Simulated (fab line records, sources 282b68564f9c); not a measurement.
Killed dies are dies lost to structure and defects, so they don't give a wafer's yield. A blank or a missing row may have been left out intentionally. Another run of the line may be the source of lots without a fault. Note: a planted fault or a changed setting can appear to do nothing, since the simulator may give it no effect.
2 desks looking at one fault    flow ritCmos    every desk sees just its own numbers, and what lay behind them comes last

== THE METROLOGY DESK ==
Means of the sampled wafers that have a number, per lot and without regard to the tool the lot ran on: this is what the gauges read. Any lot whose mean is over 4 standard deviations away from the usual mean is out of limits and marked OUT; that distance is given in the brackets.
Columns: A = PSD_RS at RIT_SDANNEAL_RS_MEAS_04, usual 115.78 ohm/sq
lot   first seen here  A
L822  day 3 07:24      115.60
L823  day 3 07:46      115.75
L824  day 3 11:41      115.65
L825  day 3 15:59      115.68
L828  day 4 07:46      115.96
L829  day 4 11:38      116.11
L838  day 6 09:19      115.79
L840  day 6 19:04      115.96
L841  day 7 00:49      115.79
L842  day 7 05:59      115.95
L843  day 7 09:47      115.84
L844  day 7 15:29      115.66
L845  day 7 20:39      115.99
Result from this desk: across the 13 lots, nothing is out of limits.

== AT THE TOOL OWNER'S DESK: wetBench-04 ==
The tool's own readings at RIT_FOX2_CLEAN_02 (cleans in dHF, time 180 s): means of the sampled wafers that have a number, for each lot that ran on this tool. Any lot whose mean is over 4 standard deviations away from the usual mean is out of limits and marked OUT; that distance is given in the brackets.
Columns: A = runLengthS at RIT_FOX2_CLEAN_02, usual 208 s
lot   first seen here  A
L822  day 1 19:55      206
L823  day 2 00:36      206
L824  day 2 05:17      208
L825  day 2 10:04      207
L828  day 3 00:28      386 (+57) OUT
L841  day 5 17:31      206
L842  day 5 23:13      207
L843  day 6 03:22      206
This desk's finding: out of limits on L828; first on L828, day 3 00:28 (runLengthS at RIT_FOX2_CLEAN_02). L822, L823, L824, L825, L841, L842, L843: within limits.

== BROUGHT TOGETHER ==
At day 3 00:28, on L828, the tool owner's desk was in a position to raise an alarm.
Metrology desk: nothing out of limits seen.
The metrology desk holds a record of L828, inside its limits.
Of the lots named, all ran RIT_FOX2_CLEAN_02 on wetBench-04.

== WHAT WAS PUT IN BY THE SIMULATOR ==
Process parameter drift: wetBench-04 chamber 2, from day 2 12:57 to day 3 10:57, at RIT_FOX2_CLEAN_02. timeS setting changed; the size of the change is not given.
Shown lots that were struck: L828.
Delay in hours, fault start to first out-of-limits reading, by desk: the tool owner's desk at 12.
